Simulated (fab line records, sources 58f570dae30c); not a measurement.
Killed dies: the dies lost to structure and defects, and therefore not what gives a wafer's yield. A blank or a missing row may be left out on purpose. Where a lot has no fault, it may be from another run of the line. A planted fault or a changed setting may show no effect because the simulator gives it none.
Problem report in the 8D (eight disciplines) form, filled by code | flow berkeley-cmos170 | the parts of the form that need people (team, actions taken, sign-off) are left out

## 1. PROBLEM STATEMENT
dose-ions-cm2 at UCB170_NWELL_IMPLANT_14 reads a mean of 9.8034e+12 on 9 wafers of 3 lots; wafers without a fault read 1.0001e+13 with a standard deviation of 1.1e+10. Relative to the usual mean, that is a shift of -18 standard deviations.
Earliest sighting: wafer L458.1 on implanter-04 at day 4 11:52. The record holds 45 wafers of 15 lots with a number at this step. Rule for "out", or "out of limits": more than 4 standard deviations from the usual mean. The other wafers with a number count as sound.

## 2. WHAT THIS IS AND IS NOT
question                    | is                     | is not
which readings at this step | dose-ions-cm2          | -
which lots                  | L458, L461, L464       | L450, L452, L453, L454, L455, L457, L462, L466, L468, L470, L471, L473
which wafers of those lots  | all that have a number | -
read on which tools         | implanter-04           | implanter-01, implanter-02
when                        | from day 4 11:52       | up to then (18 sound wafers); but 18 sound wafers of L462, L466, L468, L470, L471, L473 came after

## 3. THE SUSPECTS, EACH WITH WHAT RULES IT OUT
Counting: any tool at a process step up to the reading is kept as a suspect provided that every lot that is out went through it and no sound lot did after the first of them.
- implanter-04 at UCB170_NWELL_IMPLANT_14: kept. All lots that are out passed through it, beginning with L458 at day 4 11:52, and no sound lot followed; its final sound lot before that point was L455 at day 3 15:07. On those wafers its own readings are out: dose-ions-cm2.
Left after counting: implanter-04 at UCB170_NWELL_IMPLANT_14.

## 4. THE CAUSE (what the simulator had put in)
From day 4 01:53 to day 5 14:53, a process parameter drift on implanter-04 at UCB170_NWELL_IMPLANT_14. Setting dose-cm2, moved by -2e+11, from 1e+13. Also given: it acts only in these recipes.
This tool alone remained once counting was done.

## 5. THE CHAIN OF EFFECTS, in route order
One row per reading whose mean, taken over the struck wafers that have a number, lies over 3 standard deviations from the usual. Scope: only readings with a usual standard deviation given in the record; hours: median across lots of the time from each lot's start at the first step in this table that gives one to its start at this step; sigmas: change in usual standard deviations.
hours | step                    | reading       | usual      | on struck wafers | change      | sigmas
0     | UCB170_NWELL_IMPLANT_14 | dose-ions-cm2 | 1.0001e+13 | 9.8034e+12       | -1.9756e+11 | -18
The process steps in it:
- UCB170_NWELL_IMPLANT_14
Later steps that measure or inspect, where all struck wafers having a row at the step show a number for every such reading and not one has moved that far: UCB170_ACTIVE_OVL_MEAS_14.

## 6. WHAT WOULD HAVE CAUGHT IT SOONER
10 hours passed between the start of the fault at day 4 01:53 and the first reading out of limits in this record, taken at day 4 11:52.
